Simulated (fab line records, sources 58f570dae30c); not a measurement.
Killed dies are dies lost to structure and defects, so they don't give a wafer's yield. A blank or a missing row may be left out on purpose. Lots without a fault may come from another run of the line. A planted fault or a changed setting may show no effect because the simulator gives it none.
Chamber matching | flow berkeley_cmos170 | UCB170_V1_ETCH_14 on rie_diel-02: 4 sister chambers
The step etches SiO2 in CHF3/CF4/Ar, stops on Al, target depth 1250 nm, time 291 s. 14 wafers are shown with their chamber, then 7 later ones without.

WAFERS WITH THEIR CHAMBER
wafer  | chamber | throttle_valve_pct (%) | drypump_motor_current_A (A) | oes_product_au (a.u.)
L930.1 | 2       | 7.03                   | 6.0                         | 0.876
L930.4 | 1       | 7.16                   | 5.5                         | 0.862
L930.6 | 2       | 7.03                   | 6.0                         | 0.871
L928.1 | 1       | 7.16                   | 5.5                         | 0.867
L928.3 | 2       | 7.03                   | 6.0                         | 0.885
L928.5 | 3       | 6.77                   | 5.6                         | 0.888
L932.1 | 2       | 7.04                   | 6.1                         | 0.876
L932.3 | 0       | 7.10                   | 6.1                         | 0.890
L932.6 | 0       | 7.07                   | 6.1                         | 0.884
L938.3 | 2       | 7.03                   | 6.0                         | 0.886
L938.5 | 1       | 7.17                   | 5.5                         | 0.868
L938.6 | 2       | 7.04                   | 6.1                         | 0.872
L945.1 | 2       | 7.02                   | 6.1                         | 0.870
L945.2 | 1       | 7.17                   | 5.5                         | 0.862

SIGNATURES (means of the wafers above)
reading                 | chamber 0 | chamber 1 | chamber 2 | chamber 3 | scatter within a chamber
throttle_valve_pct      | 7.0850    | 7.1650    | 7.0314    | 6.7700    | 0.00914
drypump_motor_current_A | 6.100     | 5.500     | 6.043     | 5.600     | 0.0414
oes_product_au          | 0.88700   | 0.86475   | 0.87657   | 0.88800   | 0.00552
Rule: a wafer's distance from a chamber is the root of the sum, over the readings, of the square of ((its reading less the chamber's mean) divided by the reading's scatter). The wafer belongs to the nearest chamber; if the next one is less than 2 further off, it can't be placed. The scatter: the root of (the sum of the squares of (reading less its chamber's mean) over the shown wafers, divided by (wafers less chambers)).

WAFERS WITHOUT THEIR CHAMBER
wafer  | throttle_valve_pct (%) | drypump_motor_current_A (A) | oes_product_au (a.u.)
L945.6 | 7.08                   | 6.2                         | 0.878
L946.2 | 7.05                   | 6.0                         | 0.875
L946.4 | 7.19                   | 5.5                         | 0.866
L946.5 | 7.08                   | 6.1                         | 0.884
L949.1 | 7.05                   | 6.0                         | 0.870
L949.2 | 6.79                   | 5.6                         | 0.885
L949.5 | 6.77                   | 5.6                         | 0.887

WHICH CHAMBER EACH WENT THROUGH
wafer  | from the rows above | in truth
L945.6 | 0                   | 0
L946.2 | 2                   | 2
L946.4 | 1                   | 1
L946.5 | 0                   | 0
L949.1 | 2                   | 2
L949.2 | 3                   | 3
L949.5 | 3                   | 3
Placed correctly: 7 of 7. Can't be placed from these rows: 0. Placed wrongly: 0.
